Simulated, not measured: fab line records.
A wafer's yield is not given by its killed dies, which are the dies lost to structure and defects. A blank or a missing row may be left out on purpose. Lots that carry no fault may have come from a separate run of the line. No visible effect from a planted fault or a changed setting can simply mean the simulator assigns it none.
Comparing a struck lot with a sound one	flow rit_cmos	26 steps out of a route of 202
Sound: these wafers, L380.2, L380.3, L380.5. Wafers L387.1, L387.4, L387.5 were the ones struck. At the end, the cause is stated.
At each step with rows: each side's tool, then ch and its chambers, then its first start. Under that, the readings that differ: sound wafers	struck wafers	difference of the means	sigmas: that difference in standard deviations of wafers without a fault.
alike: words and numbers the same on both sides, and readings whose means are apart by under 2 such deviations; not compared: readings that were withheld, readings missing a value for some wafer, numbers with overlapping values and no deviation given by the record, and bounds like >300 which may hide the same value.
The two part at a step that has a row with sigmas, a row that says differs or no value, or rows on one side only. When numbers do not overlap yet have no deviation, they are printed without sigmas and do not part them. Lack of a reading on every wafer of one side parts them only where that side has two or more wafers.

first, 1 step without rows for these wafers: RIT_WELLDRIVE_ANNEAL_00 (time 14700 s).
RIT_WELLDRIVE_RS_MEAS_01: a four-point-probe measurement.
  sound on film_metro-02, day 3 03:12; struck on film_metro-04, day 4 13:02
  alike: NWELL_RS
RIT_WELLDRIVE_RS_MEAS_02: a four-point-probe measurement.
  sound on film_metro-02, day 3 03:19; struck on film_metro-04, day 4 13:09
reading	sound	struck	difference	sigmas
PWELL_RS (ohm/sq)	430.6 430.0 428.8	432.3 432.1 432.3	+2.4	+2
then, 6 steps without rows for these wafers: RIT_NRETRO_HMDS_00 (prime time 60 s); RIT_NRETRO_COAT_01 (resist thk 1300 nm); RIT_NRETRO_SOFTBAKE_02 (time 60 s); RIT_NRETRO_EXPOSE_03 (exposes mask M4, target cd 43900 nm); RIT_NRETRO_PEB_04; RIT_NRETRO_DEVELOP_05 (develop time 68 s).
RIT_NRETRO_OVL_MEAS_06:
  sound on overlay-02, day 3 04:26; struck on overlay-01, day 4 14:17
  alike: NRETRO_OVL
then, 2 steps without rows for these wafers: RIT_NRETRO_HARDBAKE_07 (time 120 s); RIT_NRETRO_IMPLANT_08.
RIT_NRETRO_STRIP_09: strips in O2, time 180 s.
  sound on plasma_asher-04 ch 0,1, day 3 04:52; struck on plasma_asher-01 ch 1, day 4 14:43
  no value came back on the struck wafers for chamber_pressure_mTorr (mTorr), drypump_motor_current_A (A), rf_refl_power_W (W); on the sound wafers chamber_pressure_mTorr (mTorr) reads 3995 3999 3997
reading	sound	struck	difference	sigmas
model.NOVOLAK_of_NRETRO_COAT_01.thk_nm (nm)	0 0 0	1135 1135 1135	+1135	
  not compared: rf_hours_counter_h
RIT_NRETRO_TW_MEAS_10:
  sound on film_metro-04, day 3 05:03; struck on film_metro-03, day 4 14:53
  alike: NRETRO_TW
then, 6 steps without rows for these wafers: RIT_PRETRO_HMDS_00 (prime time 60 s); RIT_PRETRO_COAT_01 (resist thk 1300 nm); RIT_PRETRO_SOFTBAKE_02 (time 60 s); RIT_PRETRO_EXPOSE_03 (exposes mask M5, target cd 43700 nm); RIT_PRETRO_PEB_04; RIT_PRETRO_DEVELOP_05 (develop time 66.59 s).
RIT_PRETRO_OVL_MEAS_06:
  sound on overlay-02, day 3 05:59; struck on overlay-01, day 4 15:50
  alike: PRETRO_OVL
then, 2 steps without rows for these wafers: RIT_PRETRO_HARDBAKE_07 (time 120 s); RIT_PRETRO_IMPLANT_08.
RIT_PRETRO_STRIP_09: strips in O2, time 180 s.
  sound on plasma_asher-04 ch 0,1, day 3 06:25; struck on plasma_asher-02 ch 0,1, day 4 16:16
reading	sound	struck	difference	sigmas
rf_refl_power_W (W)	5.3 7.4 5.4	10.0 9.6 8.1	+3.2	+2
  alike: chamber_pressure_mTorr, drypump_motor_current_A
  not compared: rf_hours_counter_h
RIT_PRETRO_TW_MEAS_10:
  sound on film_metro-01, day 3 06:36; struck on film_metro-02, day 4 16:26
reading	sound	struck	difference	sigmas
PRETRO_TW	482 482 484	30 30 30	-453	-99 or more
then, 1 step without rows for these wafers: RIT_GATE_WET_ETCH_00 (etches SiO2 in BOE, target depth 56 nm, time 60 s).

## WHERE THEY PART
Earliest at RIT_WELLDRIVE_RS_MEAS_02; latest, in this record, at RIT_PRETRO_TW_MEAS_10.

WHY: what the simulator had put in
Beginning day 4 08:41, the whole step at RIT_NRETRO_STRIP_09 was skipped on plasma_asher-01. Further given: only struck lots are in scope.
